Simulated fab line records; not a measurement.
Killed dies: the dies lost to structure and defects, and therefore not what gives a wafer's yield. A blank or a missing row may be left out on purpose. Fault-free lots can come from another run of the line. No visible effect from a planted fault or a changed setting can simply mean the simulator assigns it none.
fab line records	flow ritCmos
[record] lots = 6	wafers = 18	lastDay = 7
route steps=202 shown CONTACT@168 M1@202
lots that met no fault: taken from a fault-free run of the same line
startH: hours from the record's opening day to when the first of the lot's shown wafers began	waitH: time in hours since the lot's previous step	" repeats the value in the row above	L1.1+2: a single row standing in for several wafers	- no value, or no start given	* or withheld: withheld	< > ~ a bound
route shown NAME@n: NAME is a module with steps in the file, n the number in the route of the first one	usual: mean/standard deviation of fault-free wafers	same: alike in all rows	chamber/n: place in a boat	sites: readings site by site	_std_site: how widely they spread, as a standard deviation	_edge_site: mean of outer sites minus mean of inner sites	radiusMm: for every site, how far away it sits from the centre of the wafer	mask NAME#n: copy n	behind: tool/chamber where the wafer was last shaped	hold: the reason the lot was held/the length of the hold in hours/how it ended	device: whichever transistor did not switch (one of n, p or np)	end of line: the same wafers' tests at the end of the route	for a step that has no rows: nothing shown but its recipe	killed: the dies lost at the first sort to structure and to defects; this is not the yield of the wafer	map: per-die view of a wafer (x killed, . not killed, _ where there is no die)
set.NAME: the run value of the setting; set.NAME@STEP: its run value at that earlier step	model.NAME: the simulator's own value behind a step, which no gauge read
lots at selected steps of the route; one table per step, one row per wafer
services: a tool's chamber out of use, with start hour (startH, from the record's first day; less than 0 if before it), hours out, and reason
[[steps]]
[step RIT_CONTACT_CVD_00]
[recipe] material = SiO2	targetThkNm = 400	precursor = TEOS	tempC = 390	timeS = 61	rfW = 400
[usual] heaterPowerW = 315/47
lot.wafer	tool	chamber	startH	waitH	heaterPowerW
L843.1	pecvd-02	0	62.77	0.1	293
L843.3	"	1	"	"	294
L843.4	"	1	"	"	299
L853.2	pecvd-01	1	110.57	0.0	323
L853.4	"	0	"	"	374
L853.6	"	0	"	"	387
L856.1	pecvd-01	0	121.29	0.1	383
L856.2	"	2	"	"	345
L856.6	"	0	"	"	278
L859.1	pecvd-01	0	141.90	0.1	327
L859.2	"	2	"	"	357
L859.5	"	2	"	"	362
L861.1	pecvd-02	1	149.16	0.1	230
L861.2	"	2	"	"	384
L861.4	"	0	"	"	302
L863.2	pecvd-03	0	161.83	0.0	238
L863.3	"	1	"	"	307
L863.6	"	0	"	"	257
[step RIT_CONTACT_THK_MEAS_01]
[recipe] reads = SiO2_of_CONTACT_CVD_00
[usual] CONTACT_TEOS_THK = 400/5.1
lot.wafer	tool	chamber	startH	waitH	CONTACT_TEOS_THK[nm]
L843.1	filmMetro-03	-	62.82	0.0	397
L843.3	"	-	"	"	391
L843.4	"	-	"	"	398
L853.2	filmMetro-02	-	110.66	0.1	392
L853.4	"	-	"	"	405
L853.6	"	-	"	"	403
L856.1	filmMetro-02	-	121.34	0.0	403
L856.2	"	-	"	"	398
L856.6	"	-	"	"	405
L859.1	filmMetro-03	-	141.95	0.0	398
L859.2	"	-	"	"	398
L859.5	"	-	"	"	404
L861.1	filmMetro-01	-	149.22	0.0	390
L861.2	"	-	"	"	397
L861.4	"	-	"	"	401
L863.2	filmMetro-02	-	161.89	0.0	393
L863.3	"	-	"	"	397
L863.6	"	-	"	"	401
[step RIT_CONTACT_HMDS_02]
[recipe] primeTimeS = 60	primeTempC = 140
[step RIT_CONTACT_COAT_03]
[recipe] resist = NOVOLAK	spinRpm = 3250	resistThkNm = 1000
[step RIT_CONTACT_SOFTBAKE_04]
[recipe] resist = NOVOLAK	tempC = 90	timeS = 60
[step RIT_CONTACT_EXPOSE_05]
[recipe] maskId = M11	na = 0.6	sourceShape = conventional	sigmaOuter = 0.5	targetCdNm = 1000	doseMj = 250
[step RIT_CONTACT_PEB_06]
[recipe] resist = NOVOLAK	tempC = withheld	timeS = withheld
[step RIT_CONTACT_DEVELOP_07]
[recipe] resist = NOVOLAK	developTimeS = 120	devTempC = 23
[step RIT_CONTACT_CD_MEAS_08]
[recipe] targetCdNm = 1000
[usual] cdNm = 999.8/2.3
lot.wafer	tool	chamber	startH	waitH	cdNm
L843.1	cdSem-01	-	63.96	-	999.9
L843.3	"	-	"	"	1000.6
L843.4	"	-	"	"	1000.4
L853.2	cdSem-01	-	111.77	-	1000.6
L853.4	"	-	"	"	1000.1
L853.6	"	-	"	"	1000.0
L856.1	cdSem-02	-	122.54	-	1001.4
L856.2	"	-	"	"	999.7
L856.6	"	-	"	"	1001.2
L859.1	cdSem-01	-	142.97	-	1000.6
L859.2	"	-	"	"	1000.5
L859.5	"	-	"	"	1002.4
L861.1	cdSem-01	-	150.24	-	994.7
L861.2	"	-	"	"	995.7
L861.4	"	-	"	"	995.5
L863.2	cdSem-01	-	162.93	-	998.9
L863.3	"	-	"	"	998.7
L863.6	"	-	"	"	998.1
[step RIT_CONTACT_OVL_MEAS_09]
[usual] CONTACT_OVL = -0.7/1.5
lot.wafer	tool	chamber	startH	waitH	CONTACT_OVL[nm]
L843.1	overlay-01	-	64.08	0.1	-1.6
L843.3	"	-	"	"	-1.4
L843.4	"	-	"	"	-2.6
L853.2	overlay-02	-	111.88	0.1	-0.1
L853.4	"	-	"	"	-1.0
L853.6	"	-	"	"	1.2
L856.1	overlay-01	-	122.66	0.1	0.2
L856.2	"	-	"	"	-0.9
L856.6	"	-	"	"	1.5
L859.1	overlay-01	-	143.09	0.1	1.9
L859.2	"	-	"	"	1.4
L859.5	"	-	"	"	1.6
L861.1	overlay-01	-	150.36	0.1	-1.2
L861.2	"	-	"	"	-0.5
L861.4	"	-	"	"	-1.4
L863.2	overlay-01	-	163.03	0.1	-0.6
L863.3	"	-	"	"	1.0
L863.6	"	-	"	"	0.9
[step RIT_CONTACT_HARDBAKE_10]
[recipe] resist = NOVOLAK	tempC = 140	timeS = 60
[step RIT_CONTACT_ETCH_11]
[recipe] targetDepthA = 4800	overEtchFrac = 0.2	stopOn = TiSi2	chemistry = CHF3/CF4/Ar	target = SiO2	CHF3_flow_sccm = 50	cf4FlowSccm = 10	Ar_flow_sccm = 100	O2_flow_sccm = 5	pressureMtorr = 100	rfW = 200	timeS = 326.9
[usual] drypumpMotorCurrentA = 5.9/0.37	oesProductAu = 0.990/0.014	throttleValvePct = 8.83/0.13
lot.wafer	tool	chamber	startH	waitH	drypumpMotorCurrentA	oesProductAu	rfHoursCounterH	throttleValvePct
L843.1	rieDiel-04	2	64.26	0.1	5.5	0.989	41	8.90
L843.3	"	3	"	"	6.3	0.974	16	8.60
L843.4	"	0	"	"	5.1	0.978	22	8.84
L853.2	rieDiel-04	3	112.06	0.1	6.3	0.971	17	8.63
L853.4	"	0	"	"	5.1	0.976	-	8.86
L853.6	"	3	"	"	6.3	0.968	-	8.61
L856.1	rieDiel-04	3	122.85	0.1	6.3	0.971	17	8.61
L856.2	"	0	"	"	5.1	0.970	22	8.84
L856.6	"	3	"	"	6.4	0.972	-	8.60
L859.1	rieDiel-03	3	143.28	0.1	6.3	0.970	70	8.76
L859.2	"	2	"	"	5.4	0.990	2	8.95
L859.5	"	3	"	"	6.3	0.975	-	8.78
L861.1	rieDiel-01	0	150.55	0.1	6.1	1.010	146	8.86
L861.2	"	1	"	"	6.0	0.992	20	8.69
L861.4	"	3	"	"	5.6	0.979	4	8.59
L863.2	rieDiel-03	3	163.21	0.1	6.3	0.972	70	8.76
L863.3	"	0	"	"	5.6	1.003	10	9.05
L863.6	"	3	"	"	6.4	0.958	-	8.77
[step RIT_CONTACT_STRIP_12]
[recipe] chemistry = O2	timeS = 180	resist = NOVOLAK	platenTempC = withheld	powerW = 500	pressureMtorr = 4000	o2FlowSccm = 4000
[usual] drypumpMotorCurrentA = 5.55/0.22	runLengthS = 208.0/0.44
lot.wafer	tool	chamber	startH	waitH	drypumpMotorCurrentA	rfHoursCounterH	runLengthS
L843.1	plasmaAsher-02	1	64.46	0.1	5.81	42	207.9
L843.3	"	0	"	"	5.48	-	208.1
L843.4	"	1	"	"	5.81	-	207.3
L853.2	plasmaAsher-04	1	112.25	0.1	5.80	31	208.2
L853.4	"	1	"	"	5.78	-	207.8
L853.6	"	0	"	"	5.56	-	208.8
L856.1	plasmaAsher-02	1	123.04	0.1	5.81	50	207.3
L856.2	"	0	"	"	5.48	50	197.2
L856.6	"	1	"	"	5.81	-	207.5
L859.1	plasmaAsher-02	0	143.47	0.1	5.50	52	197.7
L859.2	"	1	"	"	5.81	52	207.6
L859.5	"	0	"	"	5.51	-	197.3
L861.1	plasmaAsher-04	0	150.74	0.1	5.55	35	208.7
L861.2	"	1	"	"	5.74	35	207.7
L861.4	"	1	"	"	5.72	-	207.8
L863.2	plasmaAsher-03	0	163.41	0.1	5.52	4	207.9
L863.3	"	0	"	"	5.54	-	207.8
L863.6	"	0	"	"	5.52	-	208.1
[step RIT_CONTACT_CD_MEAS_90]
[recipe] targetCdNm = 1000
[usual] cdNm = 999.8/2.3
lot.wafer	tool	chamber	startH	waitH	cdNm
L843.1	cdSem-02	-	64.63	0.1	999.8
L843.3	"	-	"	"	1000.3
L843.4	"	-	"	"	999.6
L853.2	cdSem-02	-	112.45	0.1	1000.6
L853.4	"	-	"	"	999.9
L853.6	"	-	"	"	1000.4
L856.1	cdSem-02	-	123.22	0.1	1001.6
L856.2	"	-	"	"	999.9
L856.6	"	-	"	"	1000.8
L859.1	cdSem-02	-	143.65	0.1	1001.4
L859.2	"	-	"	"	1000.5
L859.5	"	-	"	"	1002.6
L861.1	cdSem-01	-	150.92	0.1	994.3
L861.2	"	-	"	"	995.6
L861.4	"	-	"	"	996.2
L863.2	cdSem-01	-	163.60	0.1	999.2
L863.3	"	-	"	"	999.0
L863.6	"	-	"	"	997.8
[step RIT_M1_PROBE_99]
[usual] killedAtContacts = 0.0/0.22	killedAtFrontEnd = 7/3	killedDies = 7/3.1	killedOpen = 3.4/2.1	killedShort = 3.4/2
[same] grossDies = 264	killed_at_M0_to_M3 = 0	killed_at_M4_up = 0	killedAtBackSide = 0	killedAtOther = 0
lot.wafer	tool	chamber	startH	waitH	hold	killedAtContacts	killedAtFrontEnd	killedDies	killedOpen	killedShort
L843.1	prober-02	-	69.25	0.1	-	0	5	5	2	3
L843.3	prober-02	-	69.35	0.2	-	0	8	8	5	3
L843.4	prober-02	-	69.40	0.2	-	0	2	2	1	1
L853.2	prober-02	-	117.09	0.1	-	0	3	3	2	1
L853.4	prober-02	-	117.19	0.2	-	0	3	3	1	2
L853.6	prober-02	-	117.29	0.2	-	0	7	7	5	2
L856.1	prober-01	-	127.83	0.1	awaitDispo/3.3h/release	0	4	4	3	1
L856.2	prober-01	-	127.88	0.1	awaitDispo/3.3h/release	0	7	7	4	3
L856.6	prober-01	-	128.08	0.2	awaitDispo/3.3h/release	1	10	11	8	3
L859.1	prober-02	-	148.30	0.1	-	0	10	10	3	7
L859.2	prober-02	-	148.35	0.1	-	0	2	2	1	1
L859.5	prober-02	-	148.50	0.2	-	0	6	6	5	1
L861.1	prober-02	-	155.54	0.1	-	0	6	6	2	4
L861.2	prober-02	-	155.59	0.1	-	0	9	9	5	4
L861.4	prober-02	-	155.69	0.2	-	0	4	4	3	1
L863.2	prober-02	-	168.47	0.1	-	0	7	7	3	4
L863.3	prober-02	-	168.52	0.2	-	0	13	13	5	8
L863.6	prober-02	-	168.67	0.2	-	0	10	10	8	2
// killed by level:class
L843.1 GATE:geometricParticle:open=2 GATE:geometricParticle:short=2 REOX:geometricParticle:short=1
L843.3 GATE:geometricParticle:open=2 REOX:geometricParticle:open=2 GATE:geometricParticle:short=1 REOX:geometricParticle:short=1 SPACER:geometricParticle:short=1 SPACER:geometricParticle:open=1
L843.4 SPACER:geometricParticle:open=1 SPACER:geometricParticle:short=1
L853.2 FOX1:geometricParticle:short=1 FOX2:geometricParticle:open=1 GATE:geometricParticle:open=1
L853.4 FOX1:geometricParticle:short=1 FOX1:geometricParticle:open=1 GATE:geometricParticle:short=1
L853.6 GATE:geometricParticle:open=3 FOX1:geometricParticle:open=1 FOX1:geometricParticle:short=1 GATE:geometricParticle:short=1 SPACER:geometricParticle:open=1
L856.1 GATE:geometricParticle:open=3 GATE:geometricParticle:short=1
L856.2 FOX1:geometricParticle:short=1 FOX2:geometricParticle:open=1 GATE:geometricParticle:short=1 GATE:geometricParticle:open=1 REOX:geometricParticle:open=1 REOX:geometricParticle:short=1 SILICIDE:geometricParticle:open=1
L856.6 GATE:geometricParticle:open=3 SPACER:geometricParticle:open=2 REOX:geometricParticle:open=2 FOX2:geometricParticle:open=1 FOX2:geometricParticle:short=1 SPACER:geometricParticle:short=1 CONTACT:geometricParticle:short=1
L859.1 REOX:geometricParticle:short=3 GATE:geometricParticle:open=2 SILICIDE:geometricParticle:short=2 FOX1:geometricParticle:short=1 SPACER:geometricParticle:short=1 SILICIDE:geometricParticle:open=1
L859.2 SILICIDE:geometricParticle:open=1 SILICIDE:geometricParticle:short=1
L859.5 FOX2:geometricParticle:open=2 GATE:geometricParticle:open=2 FOX1:geometricParticle:open=1 FOX2:geometricParticle:short=1
L861.1 GATE:geometricParticle:short=2 FOX2:geometricParticle:short=1 GATE:geometricParticle:open=1 REOX:geometricParticle:short=1 REOX:geometricParticle:open=1
L861.2 FOX1:geometricParticle:open=2 GATE:geometricParticle:short=2 GATE:geometricParticle:open=2 FOX1:geometricParticle:short=1 SPACER:geometricParticle:open=1 SILICIDE:geometricParticle:short=1
L861.4 GATE:geometricParticle:short=1 GATE:geometricParticle:open=1 REOX:geometricParticle:open=1 SPACER:geometricParticle:open=1
L863.2 REOX:geometricParticle:open=2 FOX1:geometricParticle:short=1 GATE:geometricParticle:open=1 GATE:geometricParticle:short=1 REOX:geometricParticle:short=1 SILICIDE:geometricParticle:short=1
L863.3 GATE:geometricParticle:short=3 REOX:geometricParticle:short=3 GATE:geometricParticle:open=2 REOX:geometricParticle:open=2 FOX1:geometricParticle:short=1 SILICIDE:geometricParticle:short=1 SILICIDE:geometricParticle:open=1
L863.6 GATE:geometricParticle:open=4 FOX1:geometricParticle:open=2 REOX:geometricParticle:short=1 REOX:geometricParticle:open=1 SPACER:geometricParticle:short=1 SILICIDE:geometricParticle:open=1
[[services]]
tool	chamber	startH	hours	kind
plasmaAsher-04	-	66.03	15.6	pm
rieDiel-04	2	71.51	3.9	repair
pecvd-03	1	72.79	4.3	repair
rieDiel-01	0	76.20	3.1	repair
pecvd-02	0	78.35	14.1	repair
rieDiel-03	3	78.41	6.2	repair
rieDiel-04	-	79.90	14.6	pm
rieDiel-04	-	94.50	15.6	pm
pecvd-03	2	108.00	6.5	repair
plasmaAsher-03	-	108.75	9.0	pm
pecvd-01	2	108.80	2.6	repair
rieDiel-04	1	110.10	-	clean
rieDiel-04	1	110.10	13.7	scheduledDown
rieDiel-04	-	119.46	1.1	repair
rieDiel-04	-	124.64	2.8	pm
rieDiel-01	3	126.93	15.4	repair
plasmaAsher-02	-	128.20	0.5	repair
rieDiel-04	0	137.42	5.9	repair
plasmaAsher-03	-	138.30	0.8	repair
plasmaAsher-03	-	142.61	4.9	repair
rieDiel-04	3	142.82	4.6	repair
plasmaAsher-02	-	154.47	3.4	repair
rieDiel-03	2	160.83	3.5	repair
pecvd-02	1	161.91	4.2	repair
[[key]]
[firstSign] step = RIT_CONTACT_STRIP_12	reading = runLengthS	direction = down	sigmas = 24	usual = *	struck = *
effect none on later readings
metAt RIT_CONTACT_STRIP_12
struckWafers L856.2,L859.1,L859.5
testerLeftOut L856,L859
onsetBetween 64.46 123.04
[fault] kind = processParameterDrift	tool = plasmaAsher-02	chamber = 0	onsetH = 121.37	steps = RIT_CONTACT_STRIP_12	channel = timeS	offset = *	shape = step	actsIn = *	stated = *
// testerLeftOut: of these lots the tester's yield and bins aren't shown, on N5 and GAA mostly nor the transistor test; their killed dies are dies lost to structure and defects alone, not to doping, threshold or leakage, so they don't give the yield
